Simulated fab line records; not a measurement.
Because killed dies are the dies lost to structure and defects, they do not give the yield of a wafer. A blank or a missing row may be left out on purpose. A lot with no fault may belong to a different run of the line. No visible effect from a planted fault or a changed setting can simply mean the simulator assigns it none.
What tool caused it? || flow berkeley-cmos170 || 39 wafers from 13 lots sampled at 6 of the route's 331 steps

== WHAT THE GAUGES SHOWED, per wafer ==
UCB170_PLDD_TW_MEAS_11.
{"lot": "L847", "measured": "day 6 01:44", "on": "film-metro-02", "PLDD_TW": "1017 1012 1016"}
{"lot": "L848", "measured": "day 6 17:49", "on": "film-metro-02", "PLDD_TW": "1013 1012 1011"}
{"lot": "L851", "measured": "day 7 04:59", "on": "film-metro-04", "PLDD_TW": "999 997 999"}
{"lot": "L850", "measured": "day 7 05:20", "on": "film-metro-04", "PLDD_TW": "995 994 993"}
{"lot": "L853", "measured": "day 8 03:13", "on": "film-metro-04", "PLDD_TW": "995 996 996"}
{"lot": "L856", "measured": "day 8 09:11", "on": "film-metro-02", "PLDD_TW": "1005 1006 1005"}
{"lot": "L860", "measured": "day 9 01:17", "on": "film-metro-04", "PLDD_TW": "1000 991 999"}
{"lot": "L861", "measured": "day 9 12:25", "on": "film-metro-03", "PLDD_TW": "1006 1010 1017"}
{"lot": "L865", "measured": "day 10 04:43", "on": "film-metro-03", "PLDD_TW": "1000 997 993"}
{"lot": "L862", "measured": "day 10 04:53", "on": "film-metro-02", "PLDD_TW": "1005 1008 1008"}
{"lot": "L866", "measured": "day 10 11:41", "on": "film-metro-02", "PLDD_TW": "1005 1001 1000"}
{"lot": "L869", "measured": "day 10 17:53", "on": "film-metro-03", "PLDD_TW": "1001 999 999"}
{"lot": "L868", "measured": "day 10 18:41", "on": "film-metro-02", "PLDD_TW": "1003 1003 1005"}

UCB170_SILICIDE_RS_MEAS_02: measures by four-point-probe.
{"lot": "L847", "measured": "day 6 13:36", "on": "film-metro-01", "SILICIDE_TI_RS (ohm/sq)": "26.3 26.4 26.3"}
{"lot": "L848", "measured": "day 7 06:15", "on": "film-metro-01", "SILICIDE_TI_RS (ohm/sq)": "26.2 26.8 25.8"}
{"lot": "L851", "measured": "day 7 18:04", "on": "film-metro-03", "SILICIDE_TI_RS (ohm/sq)": "26.0 26.2 26.2"}
{"lot": "L850", "measured": "day 7 18:11", "on": "film-metro-04", "SILICIDE_TI_RS (ohm/sq)": "26.4 26.7 26.3"}
{"lot": "L853", "measured": "day 8 13:43", "on": "film-metro-01", "SILICIDE_TI_RS (ohm/sq)": "69.4 25.5 25.8"}
{"lot": "L856", "measured": "day 8 21:55", "on": "film-metro-01", "SILICIDE_TI_RS (ohm/sq)": "73.0 26.0 26.0"}
{"lot": "L860", "measured": "day 9 14:56", "on": "film-metro-03", "SILICIDE_TI_RS (ohm/sq)": "26.3 26.2 26.7"}
{"lot": "L861", "measured": "day 10 03:54", "on": "film-metro-03", "SILICIDE_TI_RS (ohm/sq)": "27.0 26.5 26.4"}
{"lot": "L865", "measured": "day 10 16:44", "on": "film-metro-03", "SILICIDE_TI_RS (ohm/sq)": "26.8 26.5 27.1"}
{"lot": "L862", "measured": "day 10 17:20", "on": "film-metro-01", "SILICIDE_TI_RS (ohm/sq)": "26.1 25.6 26.4"}
{"lot": "L866", "measured": "day 11 03:19", "on": "film-metro-01", "SILICIDE_TI_RS (ohm/sq)": "26.3 26.7 26.8"}
{"lot": "L869", "measured": "day 11 08:57", "on": "film-metro-01", "SILICIDE_TI_RS (ohm/sq)": "26.3 26.1 25.9"}
{"lot": "L868", "measured": "day 11 09:04", "on": "film-metro-04", "SILICIDE_TI_RS (ohm/sq)": "26.4 26.1 26.0"}

UCB170_SILICIDE_THK_MEAS_03: measures by xrf.
{"lot": "L847", "measured": "day 6 13:43", "on": "film-metro-01", "SILICIDE_TI_THK (nm)": "29.4 29.3 29.6"}
{"lot": "L848", "measured": "day 7 06:22", "on": "film-metro-01", "SILICIDE_TI_THK (nm)": "29.4 29.0 29.9"}
{"lot": "L851", "measured": "day 7 18:11", "on": "film-metro-03", "SILICIDE_TI_THK (nm)": "29.8 29.6 29.6"}
{"lot": "L850", "measured": "day 7 18:19", "on": "film-metro-04", "SILICIDE_TI_THK (nm)": "29.3 29.2 29.4"}
{"lot": "L853", "measured": "day 8 13:49", "on": "film-metro-01", "SILICIDE_TI_THK (nm)": "13.2 30.1 29.8"}
{"lot": "L856", "measured": "day 8 22:00", "on": "film-metro-01", "SILICIDE_TI_THK (nm)": "12.6 29.6 29.4"}
{"lot": "L860", "measured": "day 9 15:04", "on": "film-metro-03", "SILICIDE_TI_THK (nm)": "29.3 29.7 29.2"}
{"lot": "L861", "measured": "day 10 04:01", "on": "film-metro-03", "SILICIDE_TI_THK (nm)": "28.7 29.1 29.3"}
{"lot": "L865", "measured": "day 10 16:52", "on": "film-metro-03", "SILICIDE_TI_THK (nm)": "28.8 29.2 28.6"}
{"lot": "L862", "measured": "day 10 17:27", "on": "film-metro-01", "SILICIDE_TI_THK (nm)": "29.3 29.9 29.1"}
{"lot": "L866", "measured": "day 11 03:26", "on": "film-metro-01", "SILICIDE_TI_THK (nm)": "29.4 29.0 28.8"}
{"lot": "L869", "measured": "day 11 09:03", "on": "film-metro-01", "SILICIDE_TI_THK (nm)": "29.3 29.6 29.8"}
{"lot": "L868", "measured": "day 11 09:11", "on": "film-metro-04", "SILICIDE_TI_THK (nm)": "29.5 29.8 29.6"}

UCB170_CONTACT_THK_MEAS_02.
{"lot": "L847", "measured": "day 6 16:40", "on": "film-metro-04", "CONTACT_PSG_THK (nm)": "706 705 705"}
{"lot": "L848", "measured": "day 7 08:29", "on": "film-metro-02", "CONTACT_PSG_THK (nm)": "690 692 692"}
{"lot": "L851", "measured": "day 7 22:48", "on": "film-metro-02", "CONTACT_PSG_THK (nm)": "693 693 697"}
{"lot": "L850", "measured": "day 7 22:48", "on": "film-metro-04", "CONTACT_PSG_THK (nm)": "697 699 697"}
{"lot": "L853", "measured": "day 8 16:03", "on": "film-metro-04", "CONTACT_PSG_THK (nm)": "694 696 699"}
{"lot": "L856", "measured": "day 9 01:31", "on": "film-metro-04", "CONTACT_PSG_THK (nm)": "705 708 702"}
{"lot": "L860", "measured": "day 9 17:11", "on": "film-metro-02", "CONTACT_PSG_THK (nm)": "688 692 687"}
{"lot": "L861", "measured": "day 10 06:09", "on": "film-metro-04", "CONTACT_PSG_THK (nm)": "701 704 698"}
{"lot": "L865", "measured": "day 10 20:40", "on": "film-metro-04", "CONTACT_PSG_THK (nm)": "704 701 700"}
{"lot": "L862", "measured": "day 10 20:43", "on": "film-metro-01", "CONTACT_PSG_THK (nm)": "697 697 701"}
{"lot": "L866", "measured": "day 11 05:38", "on": "film-metro-04", "CONTACT_PSG_THK (nm)": "694 695 695"}
{"lot": "L869", "measured": "day 11 11:10", "on": "film-metro-04", "CONTACT_PSG_THK (nm)": "695 700 695"}
{"lot": "L868", "measured": "day 11 11:20", "on": "film-metro-01", "CONTACT_PSG_THK (nm)": "698 704 698"}

== TOOL THAT RAN EACH LOT (tool first, then ch and the chambers of the sampled wafers, then the start) ==
{"lot": "L847", "UCB170_SDANNEAL_RTA_00": "rtp-anneal-01 ch 0, day 6 12:54", "UCB170_SILICIDE_SPUTTER_01": "pvd-sputter-03, day 6 13:34"}
{"lot": "L848", "UCB170_SDANNEAL_RTA_00": "rtp-anneal-01 ch 0, day 7 05:32", "UCB170_SILICIDE_SPUTTER_01": "pvd-sputter-01, day 7 06:13"}
{"lot": "L851", "UCB170_SDANNEAL_RTA_00": "rtp-anneal-01 ch 0, day 7 17:22", "UCB170_SILICIDE_SPUTTER_01": "pvd-sputter-03, day 7 18:02"}
{"lot": "L850", "UCB170_SDANNEAL_RTA_00": "rtp-anneal-01 ch 0, day 7 17:29", "UCB170_SILICIDE_SPUTTER_01": "pvd-sputter-01, day 7 18:10"}
{"lot": "L853", "UCB170_SDANNEAL_RTA_00": "rtp-anneal-02 ch 0, day 8 12:53", "UCB170_SILICIDE_SPUTTER_01": "pvd-sputter-01, day 8 13:40"}
{"lot": "L856", "UCB170_SDANNEAL_RTA_00": "rtp-anneal-02 ch 0, day 8 21:11", "UCB170_SILICIDE_SPUTTER_01": "pvd-sputter-01, day 8 21:49"}
{"lot": "L860", "UCB170_SDANNEAL_RTA_00": "rtp-anneal-01 ch 0, day 9 14:14", "UCB170_SILICIDE_SPUTTER_01": "pvd-sputter-01, day 9 14:54"}
{"lot": "L861", "UCB170_SDANNEAL_RTA_00": "rtp-anneal-02 ch 0, day 10 03:10", "UCB170_SILICIDE_SPUTTER_01": "pvd-sputter-04, day 10 03:50"}
{"lot": "L865", "UCB170_SDANNEAL_RTA_00": "rtp-anneal-02 ch 0, day 10 16:02", "UCB170_SILICIDE_SPUTTER_01": "pvd-sputter-04, day 10 16:43"}
{"lot": "L862", "UCB170_SDANNEAL_RTA_00": "rtp-anneal-01 ch 0, day 10 16:38", "UCB170_SILICIDE_SPUTTER_01": "pvd-sputter-04, day 10 17:18"}
{"lot": "L866", "UCB170_SDANNEAL_RTA_00": "rtp-anneal-01 ch 0, day 11 02:37", "UCB170_SILICIDE_SPUTTER_01": "pvd-sputter-03, day 11 03:17"}
{"lot": "L869", "UCB170_SDANNEAL_RTA_00": "rtp-anneal-02 ch 0, day 11 08:14", "UCB170_SILICIDE_SPUTTER_01": "pvd-sputter-04, day 11 08:53"}
{"lot": "L868", "UCB170_SDANNEAL_RTA_00": "rtp-anneal-01 ch 0, day 11 08:22", "UCB170_SILICIDE_SPUTTER_01": "pvd-sputter-03, day 11 09:02"}
- UCB170_SDANNEAL_RTA_00: time 10 s.
- UCB170_SILICIDE_SPUTTER_01: material Ti, target thk 30 nm, time 25 s.

== WHAT THE TOOLS THEMSELVES READ (means of the sampled wafers that have a number; where no wafer has one, the mark that the record gives instead) ==
UCB170_SDANNEAL_RTA_00.
{"lot": "L847", "tool": "rtp-anneal-01", "anneal-temp-c-max": 904.8, "lamp-power-pct (%)": 25.77, "wafer_temp_C_max": 905.4}
{"lot": "L848", "tool": "rtp-anneal-01", "anneal-temp-c-max": 904.9, "lamp-power-pct (%)": 25.77, "wafer_temp_C_max": 904.9}
{"lot": "L851", "tool": "rtp-anneal-01", "anneal-temp-c-max": 904.8, "lamp-power-pct (%)": 25.76, "wafer_temp_C_max": 904.1}
{"lot": "L850", "tool": "rtp-anneal-01", "anneal-temp-c-max": 903.8, "lamp-power-pct (%)": 25.77, "wafer_temp_C_max": 906.1}
{"lot": "L853", "tool": "rtp-anneal-02", "anneal-temp-c-max": 904.8, "lamp-power-pct (%)": 25.51, "wafer_temp_C_max": 906.1}
{"lot": "L856", "tool": "rtp-anneal-02", "anneal-temp-c-max": 904.9, "lamp-power-pct (%)": 25.50, "wafer_temp_C_max": 906.4}
{"lot": "L860", "tool": "rtp-anneal-01", "anneal-temp-c-max": 904.1, "lamp-power-pct (%)": 25.76, "wafer_temp_C_max": 905.3}
{"lot": "L861", "tool": "rtp-anneal-02", "anneal-temp-c-max": 905.7, "lamp-power-pct (%)": 25.50, "wafer_temp_C_max": 904.9}
{"lot": "L865", "tool": "rtp-anneal-02", "anneal-temp-c-max": 905.3, "lamp-power-pct (%)": 25.49, "wafer_temp_C_max": 906.2}
{"lot": "L862", "tool": "rtp-anneal-01", "anneal-temp-c-max": 905.2, "lamp-power-pct (%)": 25.75, "wafer_temp_C_max": 904.4}
{"lot": "L866", "tool": "rtp-anneal-01", "anneal-temp-c-max": 904.8, "lamp-power-pct (%)": 25.75, "wafer_temp_C_max": 904.9}
{"lot": "L869", "tool": "rtp-anneal-02", "anneal-temp-c-max": 904.8, "lamp-power-pct (%)": 25.50, "wafer_temp_C_max": 905.2}
{"lot": "L868", "tool": "rtp-anneal-01", "anneal-temp-c-max": 904.6, "lamp-power-pct (%)": 25.77, "wafer_temp_C_max": 904.7}

UCB170_SILICIDE_SPUTTER_01.
{"lot": "L847", "tool": "pvd-sputter-03", "cathode-dc-power-W (W)": 1500.0, "throttle-valve-pct (%)": 30.7}
{"lot": "L848", "tool": "pvd-sputter-01", "cathode-dc-power-W (W)": 1500.1, "throttle-valve-pct (%)": 31.1}
{"lot": "L851", "tool": "pvd-sputter-03", "cathode-dc-power-W (W)": 1499.9, "throttle-valve-pct (%)": 31.0}
{"lot": "L850", "tool": "pvd-sputter-01", "cathode-dc-power-W (W)": 1499.8, "throttle-valve-pct (%)": 30.4}
{"lot": "L853", "tool": "pvd-sputter-01", "cathode-dc-power-W (W)": 1500.0, "throttle-valve-pct (%)": 31.2}
{"lot": "L856", "tool": "pvd-sputter-01", "cathode-dc-power-W (W)": 1500.0, "throttle-valve-pct (%)": 30.9}
{"lot": "L860", "tool": "pvd-sputter-01", "cathode-dc-power-W (W)": 1499.6, "throttle-valve-pct (%)": 30.4}
{"lot": "L861", "tool": "pvd-sputter-04", "cathode-dc-power-W (W)": 1500.2, "throttle-valve-pct (%)": 30.8}
{"lot": "L865", "tool": "pvd-sputter-04", "cathode-dc-power-W (W)": 1500.2, "throttle-valve-pct (%)": 31.1}
{"lot": "L862", "tool": "pvd-sputter-04", "cathode-dc-power-W (W)": 1499.6, "throttle-valve-pct (%)": 30.7}
{"lot": "L866", "tool": "pvd-sputter-03", "cathode-dc-power-W (W)": 1500.1, "throttle-valve-pct (%)": 30.7}
{"lot": "L869", "tool": "pvd-sputter-04", "cathode-dc-power-W (W)": 1499.9, "throttle-valve-pct (%)": 30.3}
{"lot": "L868", "tool": "pvd-sputter-03", "cathode-dc-power-W (W)": 1500.0, "throttle-valve-pct (%)": 31.2}

== THE ANSWER, worked out from the rows above alone ==
Rule: the lots themselves supply what counts as usual. Put in order of their means at a reading, lots are off if they are a third of the lots or fewer, leave a main group of 4 or more, and stand apart from it by a gap of 3 or more times the standard deviation of the main group's means; of several such gaps the widest counts. If all means in a main group match to the digits the tables above print for the reading, that group is not used. A lot without any number at a reading at which 4 lots or more have one is off too. Where the step has rows for the other lots, those lots are counted as sound. First the gauges in route order, then the tools' own readings, where a lot's mean is used as printed above. At the first step where some lot is off, the reading lying furthest off is the one used; lots without a number count as furthest.
Off: L853, L856, at UCB170_SILICIDE_RS_MEAS_02 (SILICIDE_TI_RS). The main group has a mean of 26.4 ohm/sq with a standard deviation of 0.24.
If a tool, at a process step before that reading, ran all the lots that are off and no sound lot after the first of them, it fits. The gauges at UCB170_SILICIDE_RS_MEAS_02 are tried like those tools. Of those tried, none fits.

== WHAT THE SIMULATOR PUT IN ==
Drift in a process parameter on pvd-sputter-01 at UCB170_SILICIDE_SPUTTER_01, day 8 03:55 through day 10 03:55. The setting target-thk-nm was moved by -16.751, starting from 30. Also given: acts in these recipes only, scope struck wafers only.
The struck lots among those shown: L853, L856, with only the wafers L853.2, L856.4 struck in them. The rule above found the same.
